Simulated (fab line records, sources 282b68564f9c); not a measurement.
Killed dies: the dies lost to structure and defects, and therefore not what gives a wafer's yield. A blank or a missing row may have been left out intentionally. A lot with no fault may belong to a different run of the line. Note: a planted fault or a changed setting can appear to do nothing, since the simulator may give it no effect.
Which tool did it?    flow rit_cmos    7 lots with 21 wafers sampled at 2 steps, on a route of 202 steps

WHAT THE GAUGES SHOWED, per wafer
RIT_ACTIVE_THK_MEAS_02.
lot   measured     on             ACTIVE_OXIDE_THK (nm)
L266  day 1 17:22  film_metro-03  47.9 48.2 48.2
L269  day 2 09:02  film_metro-02  46.8 47.4 46.9
L272  day 3 00:53  film_metro-01  47.2 46.7 47.7
L275  day 3 15:13  film_metro-03  46.9 47.6 47.4
L281  day 4 23:32  film_metro-03  48.0 47.2 47.4
L285  day 5 19:21  film_metro-03  54.4 53.6 53.8
L288  day 6 12:52  film_metro-03  46.6 47.0 46.7

WHICH TOOL RAN EACH LOT (tool, then ch and the chambers of the sampled wafers, then the start)
lot   RIT_ACTIVE_OXIDATION_01
L266  furnace-03 ch 0, day 1 15:26
L269  furnace-03 ch 0, day 2 07:06
L272  furnace-04 ch 0, day 2 22:58
L275  furnace-01 ch 0, day 3 13:16
L281  furnace-01 ch 0, day 4 21:35
L285  furnace-01 ch 0, day 5 17:25
L288  furnace-03 ch 0, day 6 10:54
- RIT_ACTIVE_OXIDATION_01: target thk 46.8 nm, ox time 3360 s.

THE ANSWER, worked out from the rows above alone
Rule: the usual values come from the lots themselves. The widest of any qualifying gaps counts: lots, ordered by their means at a reading, are off when they make up no more than a third of the lots, leave a main group of 4 or more, and stand apart from it by 3 or more times the standard deviation of that group's means. Not used: any main group whose means are identical at the precision the tables above print for the reading. Also off: a lot with no number at a reading for which 4 or more lots have one. Where the step has rows for the other lots, those lots are counted as sound.
Off: L285, at RIT_ACTIVE_THK_MEAS_02 (ACTIVE_OXIDE_THK). The main group has a mean of 47.3 nm with a standard deviation of 0.42.
A tool fits if, at a process step before that reading, it ran every lot that is off, and no sound lot after the first of them. Gauges at RIT_ACTIVE_THK_MEAS_02: tried the same way as those tools. One candidate fits, namely furnace-01 at RIT_ACTIVE_OXIDATION_01. Its last sound lot is L281 (day 4 21:35), its first lot that is off L285 (day 5 17:25): a fault that began between those two fits.

WHAT HAD BEEN PUT IN BY THE SIMULATOR
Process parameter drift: furnace-01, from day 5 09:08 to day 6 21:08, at RIT_ACTIVE_OXIDATION_01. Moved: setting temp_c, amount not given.
Lots struck among those shown: L285. This agrees with what the rule above found.
